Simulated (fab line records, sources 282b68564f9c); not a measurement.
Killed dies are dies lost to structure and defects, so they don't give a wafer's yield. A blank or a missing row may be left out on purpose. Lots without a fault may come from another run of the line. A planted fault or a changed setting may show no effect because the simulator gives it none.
A struck lot beside a sound one | flow rit_cmos | 14 steps out of a route of 202
Sound: wafers L301.1, L301.2, L301.4. Struck: wafers L300.2, L300.3, L300.6. The cause comes at the end.
At each step with rows: each side's tool, then ch and its chambers, then its first start. Under that, the readings that differ: sound wafers | struck wafers | difference of the means | sigmas: that difference in standard deviations of wafers without a fault.
alike: readings whose means differ by less than 2 such deviations, and words and numbers that are the same on both sides. not compared: withheld readings, readings that some wafer has no value for, bounds like >300 that may hide the same value, and numbers for which the record gives no deviation and whose values overlap.
The two part at a step that has a row with sigmas, a row that says differs or no value, or rows on one side only. Numbers that don't overlap but have no deviation are shown without sigmas and don't part them. A reading that every wafer of one side lacks parts them only if that side has two wafers or more.

first, 4 steps without rows for these wafers: RIT_NRETRO_SOFTBAKE_02 (time 60 s); RIT_NRETRO_EXPOSE_03 (exposes mask M4, target cd 43900 nm); RIT_NRETRO_PEB_04; RIT_NRETRO_DEVELOP_05 (develop time 68 s).
RIT_NRETRO_OVL_MEAS_06:
  sound on overlay-02, day 4 10:34; struck on overlay-01, day 4 05:51
  alike: NRETRO_OVL
then, 2 steps without rows for these wafers: RIT_NRETRO_HARDBAKE_07 (time 120 s); RIT_NRETRO_IMPLANT_08.
RIT_NRETRO_STRIP_09: strips in O2, time 180 s.
  sound on plasma_asher-01 ch 0,1, day 4 11:01; struck on plasma_asher-04 ch 0,1, day 4 06:21
  alike: drypump_motor_current_A
  not compared: rf_hours_counter_h
RIT_NRETRO_TW_MEAS_10:
  sound on film_metro-02, day 4 11:11; struck on film_metro-03, day 4 06:32
  alike: NRETRO_TW
then, 3 steps without rows for these wafers: RIT_PRETRO_HMDS_00 (prime time 60 s); RIT_PRETRO_COAT_01 (resist thk 1300 nm); RIT_PRETRO_SOFTBAKE_02 (time 60 s).
RIT_PRETRO_EXPOSE_03: exposes mask M5, target cd 43700 nm.
  sound on iline_stepper-02 ch 0, day 4 11:52; struck on iline_stepper-01, day 4 07:04
  no value came back on the struck wafers for exposure_dose_mJ_cm2, focus_offset_nm (nm), stage_vel_mm_s (mm/s); on the sound wafers exposure_dose_mJ_cm2 reads 250.01 250.07 250.06
  alike: mask
then, 1 step without rows for these wafers: RIT_PRETRO_PEB_04.

WHERE THEY PART
Only at RIT_PRETRO_EXPOSE_03, within this record.

WHY: what the simulator had put in
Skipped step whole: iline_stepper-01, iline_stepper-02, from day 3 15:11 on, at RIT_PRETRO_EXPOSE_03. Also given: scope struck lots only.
